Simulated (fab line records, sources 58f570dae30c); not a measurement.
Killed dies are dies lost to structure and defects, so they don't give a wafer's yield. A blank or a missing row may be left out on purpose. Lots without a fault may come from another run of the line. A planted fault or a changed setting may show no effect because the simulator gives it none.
Tool commonality check | flow berkeley_cmos170 | 14 lots, 42 wafers sampled

WHY IT WAS OPENED
At UCB170_GATE_THK_MEAS_05 the reading GATE_POLY_THK is flagged on 2 of 14 lots. Wafers without a fault read 214.3 nm, standard deviation 2.4.
Rule: a lot is flagged when every wafer of it that has a number lies more than 4 standard deviations from that mean, or none has a number. The other lots count as sound.

lot  | measured     | on            | GATE_POLY_THK (nm), wafer by wafer | flag
L356 | day 6 14:29  | film_metro-04 | 212.7 212.2 213.4                  |
L355 | day 6 14:30  | film_metro-02 | 216.8 214.6 217.3                  |
L357 | day 6 14:33  | film_metro-04 | 214.2 214.1 214.4                  |
L358 | day 6 14:34  | film_metro-02 | 216.2 214.0 215.5                  |
L360 | day 7 04:13  | film_metro-02 | 213.6 215.6 215.2                  |
L361 | day 7 11:23  | film_metro-02 | 212.1 209.4 209.6                  |
L364 | day 7 22:59  | film_metro-04 | 212.0 211.5 210.5                  |
L362 | day 7 23:03  | film_metro-02 | 211.8 211.4 211.7                  |
L365 | day 7 23:03  | film_metro-04 | 215.3 214.5 214.9                  |
L366 | day 8 01:45  | film_metro-04 | 216.0 217.7 215.9                  |
L371 | day 9 10:14  | film_metro-04 | 216.9 214.9 216.1                  |
L372 | day 9 19:17  | film_metro-02 | 233.1 232.2 231.5                  | FLAGGED
L373 | day 9 19:22  | film_metro-02 | 236.4 234.7 234.6                  | FLAGGED
L378 | day 11 07:19 | film_metro-01 | 217.5 215.8 217.0                  |
The numbers of the flagged lots are 233.8 nm on average: +19.4 nm against the usual, or +8 standard deviations.

WHICH TOOL RAN EACH LOT
The record holds 1 process step before the reading, out of a route of 331 steps. In each cell: the tool, then ch and the chambers that the sampled wafers went through, then the start.
lot  | flag    | UCB170_GATE_CVD_04
L356 |         | lpcvd-02 ch 1, day 6 13:05
L355 |         | lpcvd-02 ch 0, day 6 13:05
L357 |         | lpcvd-02 ch 1, day 6 13:05
L358 |         | lpcvd-02 ch 0, day 6 13:05
L360 |         | lpcvd-01 ch 1, day 7 02:49
L361 |         | lpcvd-01 ch 0, day 7 09:59
L364 |         | lpcvd-01 ch 0, day 7 21:35
L362 |         | lpcvd-01 ch 1, day 7 21:35
L365 |         | lpcvd-01 ch 0, day 7 21:35
L366 |         | lpcvd-02 ch 1, day 8 00:20
L371 |         | lpcvd-01 ch 0, day 9 08:49
L372 | FLAGGED | lpcvd-02 ch 1, day 9 17:50
L373 | FLAGGED | lpcvd-02 ch 1, day 9 17:50
L378 |         | lpcvd-01 ch 1, day 11 05:12
What these steps do:
- UCB170_GATE_CVD_04: deposits poly-Si from SiH4, time 1440 s, target thk 214 nm.
- UCB170_GATE_THK_MEAS_05

FLAGGED OVER TOTAL, TOOL BY TOOL (the gauges that took the reading come last)
step                    | tool          | lots run | flagged | share of the flagged lots | sound lots run after its first flagged lot
UCB170_GATE_CVD_04      | lpcvd-01      | 7        | 0       | none                      | -
UCB170_GATE_CVD_04      | lpcvd-02      | 7        | 2       | all                       | 0
UCB170_GATE_THK_MEAS_05 | film_metro-01 | 1        | 0       | none                      | -
UCB170_GATE_THK_MEAS_05 | film_metro-02 | 7        | 2       | all                       | 0
UCB170_GATE_THK_MEAS_05 | film_metro-04 | 6        | 0       | none                      | -

WHAT THE TABLE ALLOWS
2 rows of the table ran every flagged lot: lpcvd-02 at UCB170_GATE_CVD_04, film_metro-02 at UCB170_GATE_THK_MEAS_05.
- lpcvd-02 at UCB170_GATE_CVD_04: 2 of its 7 lots flagged. Its last sound lot is L366 (day 8 00:20), its first flagged lot L372 (day 9 17:50): a fault that began between those two fits. Its own readings lie more than 4 standard deviations out on every wafer of the flagged lots: pressure_mtorr.
- film_metro-02 at UCB170_GATE_THK_MEAS_05: 2 of its 7 lots flagged. Its last sound lot is L362 (day 7 23:03), its first flagged lot L372 (day 9 19:17): a fault that began between those two fits.
Counting lots can't tell these 2 tools apart, because each fits a fault that began at some hour. More lots, or a look at what each step does to the wafer, might.

WHAT THE SIMULATOR HAD PUT IN
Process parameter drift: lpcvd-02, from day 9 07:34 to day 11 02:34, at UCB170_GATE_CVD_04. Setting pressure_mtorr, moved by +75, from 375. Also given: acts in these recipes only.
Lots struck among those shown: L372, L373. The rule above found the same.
